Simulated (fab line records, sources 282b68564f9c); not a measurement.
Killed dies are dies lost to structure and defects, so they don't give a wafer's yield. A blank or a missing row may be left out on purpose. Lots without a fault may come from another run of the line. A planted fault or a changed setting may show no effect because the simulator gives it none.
Problem report in the 8D (eight disciplines) form, filled by code | flow rit_cmos | the parts of the form that need people (team, actions taken, sign-off) are left out

1. THE PROBLEM
PSD_RS at RIT_SDANNEAL_RS_MEAS_04 reads a mean of 114.62 ohm/sq on 6 wafers of 2 lots; wafers without a fault read 115.95 ohm/sq with a standard deviation of 0.26. That is -5.1 standard deviations from the usual mean.
The step: measures by four-point-probe.
First seen on wafer L154.1, day 7 14:23, on film_metro-02. The record holds 42 wafers of 14 lots with a number at this step. Rule for "out", or "out of limits": more than 4 standard deviations from the usual mean. The other wafers with a number count as sound.

2. WHAT IT IS AND WHAT IT IS NOT
question                    | is                           | is not
which readings at this step | PSD_RS                       | -
which lots                  | L154, L156                   | L133, L134, L135, L136, L138, L140, L141, L143, L144, L145, L146, L147
which wafers of those lots  | all that have a number       | -
read on which gauges        | film_metro-01, film_metro-02 | film_metro-03
when                        | from day 7 14:23             | up to then (36 sound wafers)

3. SUSPECTS, AND WHAT RULES EACH OUT
Counting: a tool at a process step up to the reading stays a suspect if it ran every lot that is out and no sound lot after the first of them.
- the gauge at RIT_SDANNEAL_RS_MEAS_04: ruled out. The wafers that are out were read on 2 gauges (film_metro-01, film_metro-02).
- implanter-03 at RIT_PSD_IMPLANT_08: kept. It ran every lot that is out, first L154 (day 7 13:34), and no sound lot after that; its last sound lot up to then is L138 (day 4 02:15). Its own readings are out on those wafers: beam_energy_keV.
Left after counting: implanter-03 at RIT_PSD_IMPLANT_08.

4. THE CAUSE (what the simulator had put in)
Process parameter drift: implanter-03, from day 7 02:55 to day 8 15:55, at RIT_PSD_IMPLANT_08. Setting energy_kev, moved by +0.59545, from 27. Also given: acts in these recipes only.
Counting left only this tool.

5. THE CHAIN OF EFFECTS, in route order
Each row: a reading whose mean over the struck wafers that have a number lies more than 3 standard deviations from the usual. Only readings for which the record gives a usual standard deviation are gone through. hours: the time from each lot's start at the first step in this table that gives one to its start at this step, as a median over the lots. sigmas: the change in usual standard deviations.
hours | step                    | reading         | usual         | on struck wafers | change | sigmas
0     | RIT_PSD_IMPLANT_08      | beam_energy_keV | 27.001        | 27.596           | +0.595 | +79
1     | RIT_SDANNEAL_RS_MEAS_04 | PSD_RS          | 115.95 ohm/sq | 114.62           | -1.33  | -5.1
The process steps in it:
- RIT_PSD_IMPLANT_08
Later measuring or inspecting steps at which every struck wafer that the step has a row for has a number for every such reading, and none has moved that far: RIT_M1_CD_MEAS_90.

6. WHAT WOULD HAVE CAUGHT IT SOONER
In this record the first reading out of limits at a measuring or inspecting step was taken at day 7 14:23, 11 hours after the fault began at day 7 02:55.
The tool's own readings at RIT_PSD_IMPLANT_08 were out on every struck wafer that the step has a row for (beam_energy_keV): an alarm limit on them would have fired on the first of those.
Of the lots that are out (2), L156 began RIT_PSD_IMPLANT_08 on implanter-03 after day 7 14:23. A hold on the tool at that time would have spared it.
